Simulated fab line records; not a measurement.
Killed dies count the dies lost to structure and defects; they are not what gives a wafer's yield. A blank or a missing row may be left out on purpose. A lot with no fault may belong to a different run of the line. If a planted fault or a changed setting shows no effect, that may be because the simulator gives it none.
The same fault as seen by 2 desks / flow berkeley cmos170 / every desk sees just its own numbers, and what lay behind them comes last

AT THE TOOL OWNER'S DESK: implanter-02
UCB170_PLDD_IMPLANT_08, tool's own readings: per-lot mean of the sampled wafers with a number, covering each lot this tool ran. The brackets show how far a lot's mean lies from the usual mean; more than 4 standard deviations puts the lot out of limits, marked OUT.
Columns: A = dose ions cm2 at UCB170_PLDD_IMPLANT_08, usual 5e+13
lot=L433; first seen here=day 7 05:29; A=5e+13
lot=L435; first seen here=day 7 22:14; A=5e+13
lot=L440; first seen here=day 8 13:24; A=5e+13
lot=L439; first seen here=day 8 13:50; A=5e+13
lot=L446; first seen here=day 10 00:44; A=5e+13
lot=L452; first seen here=day 11 10:42; A=5e+13
lot=L454; first seen here=day 11 11:18; A=5e+13
This desk's finding: nothing out of limits on any of the 7 lots.

METROLOGY DESK
Means of the sampled wafers that have a number, per lot and without regard to the tool the lot ran on: this is what the gauges read. The brackets show how far a lot's mean lies from the usual mean; more than 4 standard deviations puts the lot out of limits, marked OUT.
Columns: A = PLDD_RS at UCB170_SDANNEAL_RS_MEAS_04, usual 1031.2 ohm/sq
lot=L433; first seen here=day 7 21:27; A=1032.5
lot=L437; first seen here=day 8 12:14; A=1030.5
lot=L435; first seen here=day 8 12:42; A=1033.5
lot=L436; first seen here=day 8 12:53; A=1029.2
lot=L438; first seen here=day 9 05:48; A=1031.5
lot=L440; first seen here=day 9 05:57; A=1033.0
lot=L439; first seen here=day 9 06:36; A=1029.7
lot=L441; first seen here=day 9 06:56; A=1034.2
lot=L443; first seen here=day 9 22:37; A=1028.7
lot=L446; first seen here=day 10 15:55; A=1031.4
lot=L452; first seen here=day 12 04:41; A=1038.6
lot=L451; first seen here=day 12 05:02; A=1029.6
lot=L454; first seen here=day 12 05:10; A=1043.4 (+4.7) OUT
lot=L456; first seen here=day 12 08:17; A=1030.1
Per this desk, out of limits: L454; the first was L454, day 12 05:10 (PLDD_RS at UCB170_SDANNEAL_RS_MEAS_04). In limits: L433, L437, L435, L436, L438, L440, L439, L441, L443, L446, L452, L451, L456.

ALL TOGETHER
Metrology desk: alarm possible at day 12 05:10 on L454.
The desk of the tool owner found nothing out of limits.
Tool owner's desk: L454 on record, inside its limits.
On implanter-02, each named lot ran UCB170_PLDD_IMPLANT_08.

WHAT THE SIMULATOR HAD INSERTED
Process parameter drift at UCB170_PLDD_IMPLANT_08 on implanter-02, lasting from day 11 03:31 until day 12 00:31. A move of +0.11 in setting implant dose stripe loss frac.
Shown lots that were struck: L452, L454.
Per desk, hours elapsed from the start of the fault to the first reading out of limits: for the metrology desk, 26.
